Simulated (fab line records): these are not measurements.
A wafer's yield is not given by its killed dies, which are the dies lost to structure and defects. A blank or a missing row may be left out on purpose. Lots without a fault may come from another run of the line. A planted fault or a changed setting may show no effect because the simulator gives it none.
Which tool is to blame?	flow berkeley-cmos170	10 lots with 30 wafers sampled at 4 steps, on a route of 331 steps

== WHAT EACH GAUGE READ, for each wafer ==
UCB170_START_THK_MEAS_03. Usual: START_OXIDE_THK 19.9 nm, standard deviation 0.37.
lot	measured	on	START_OXIDE_THK (nm)	flag
L538	day 1 18:54	film-metro-04	20.0 19.7 19.7	
L539	day 1 18:54	film-metro-02	19.6 19.4 19.3	
L540	day 2 03:07	film-metro-04	19.5 19.7 19.8	
L548	day 3 17:54	film-metro-03	19.4 19.3 19.2	
L553	day 4 21:20	film-metro-02	19.6 19.7 19.6	
L555	day 5 04:08	film-metro-04	20.7 20.5 20.5	
L556	day 5 09:47	film-metro-04	20.1 19.6 19.9	
L558	day 5 16:32	film-metro-04	19.4 19.6 19.8	
L560	day 6 06:47	film-metro-04	20.1 20.0 20.1	
L561	day 6 12:27	film-metro-02	19.9 19.9 20.0	

UCB170_ACTIVE_THK_MEAS_03. Usual: ACTIVE_OXIDE_THK 26.4 nm, standard deviation 0.43.
lot	measured	on	ACTIVE_OXIDE_THK (nm)	flag
L538	day 4 19:46	film-metro-02	26.2 26.2 26.3	
L539	day 4 19:50	film-metro-02	26.6 26.6 26.1	
L540	day 4 19:47	film-metro-03	27.3 27.2 27.1	
L548	day 6 18:05	film-metro-02	27.8 27.5 27.9	OFF
L553	day 8 01:07	film-metro-04	25.8 26.0 26.1	
L555	day 8 01:07	film-metro-03	26.0 25.7 26.2	
L556	day 8 01:10	film-metro-03	26.2 25.7 25.9	
L558	day 8 16:40	film-metro-03	27.4 26.8 27.2	
L560	day 9 02:14	film-metro-03	26.1 26.3 26.1	
L561	day 9 06:03	film-metro-03	26.4 26.6 26.3	

UCB170_PSD_CD_MEAS_06: the cd target is 1200 nm. Usual: cd-nm 1200.2 nm, standard deviation 1.5.
lot	measured	on	cd-nm (nm)	flag
L538	day 7 22:48	cd-sem-01	1200.9 1198.6 1200.2	
L539	day 7 23:04	cd-sem-02	1200.2 1198.4 1200.2	
L540	day 7 23:20	cd-sem-01	1201.7 1201.5 1200.5	
L548	day 9 20:03	cd-sem-02	1201.3 1199.7 1202.2	
L553	day 11 06:08	cd-sem-01	1198.5 1199.5 1199.2	
L555	day 11 06:16	cd-sem-02	1197.9 1198.6 1198.9	
L556	day 11 05:37	cd-sem-02	1200.2 1200.8 1200.7	
L558	day 12 02:19	cd-sem-01	1199.4 1199.7 1200.7	
L560	day 12 12:42	cd-sem-02	1199.9 1200.6 1199.6	
L561	day 12 12:30	cd-sem-02	1198.5 1197.9 1198.2	

UCB170_SDANNEAL_RS_MEAS_04: measurement is done with a four-point probe. Usual: PLDD_RS 1030.9 ohm/sq, standard deviation 2.5.
lot	measured	on	PLDD_RS (ohm/sq)	flag
L538	day 8 06:12	film-metro-03	1031.7 1030.0 1028.5	
L539	day 8 05:59	film-metro-02	1028.5 1028.0 1027.8	
L540	day 8 06:16	film-metro-04	1033.4 1030.2 1031.9	
L548	day 10 01:03	film-metro-03	1027.3 1025.8 1027.8	
L553	day 11 13:39	film-metro-04	1030.4 1030.5 1031.5	
L555	day 11 13:13	film-metro-03	1028.7 1027.2 1027.2	
L556	day 11 13:01	film-metro-04	1030.0 1030.2 1030.0	
L558	day 12 05:53	film-metro-03	1030.4 1032.4 1032.9	
L560	day 12 17:14	film-metro-03	1029.8 1029.7 1029.6	
L561	day 12 16:52	film-metro-02	1033.3 1035.0 1034.3	

== WHICH TOOL RAN EACH LOT (tool, then ch and the chambers of the sampled wafers, then the start) ==
The record holds no process step before these readings.

== WHAT THE TOOLS THEMSELVES READ (means of the sampled wafers that have a number; where no wafer has one, the mark that the record gives instead) ==
The record holds no such reading with a usual standard deviation.

== THE ANSWER, worked out from the rows above alone ==
Rule: take the mean of a lot's wafers that have a number; if it is more than 3 standard deviations from the usual mean, the lot is off. Also off: a lot with no number at a reading for which 4 or more lots have one. All remaining lots with rows at the step are treated as sound. First the gauges in route order, then the tools' own readings, where a lot's mean is used as printed above. The first step at which some lot is off is used, and at that step the reading that is off furthest; a lot without a number counts as furthest.
Off: L548, seen at UCB170_ACTIVE_THK_MEAS_03 (ACTIVE_OXIDE_THK).
If a tool, at a process step before that reading, ran all the lots that are off and no sound lot after the first of them, it fits. Those tools and the gauges at UCB170_ACTIVE_THK_MEAS_03 are tried in the same way. One fits: film-metro-02 at UCB170_ACTIVE_THK_MEAS_03. A fault onset in the window from L539 (day 4 19:50, its last sound lot) to L548 (day 6 18:05, its first lot off) fits.

== WHAT WAS PUT IN BY THE SIMULATOR ==
Metrology matching offset: film-metro-02, from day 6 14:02 on, at UCB170_ACTIVE_THK_MEAS_03. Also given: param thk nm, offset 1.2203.
Shown lots that were struck: L548. Same finding as the rule above.
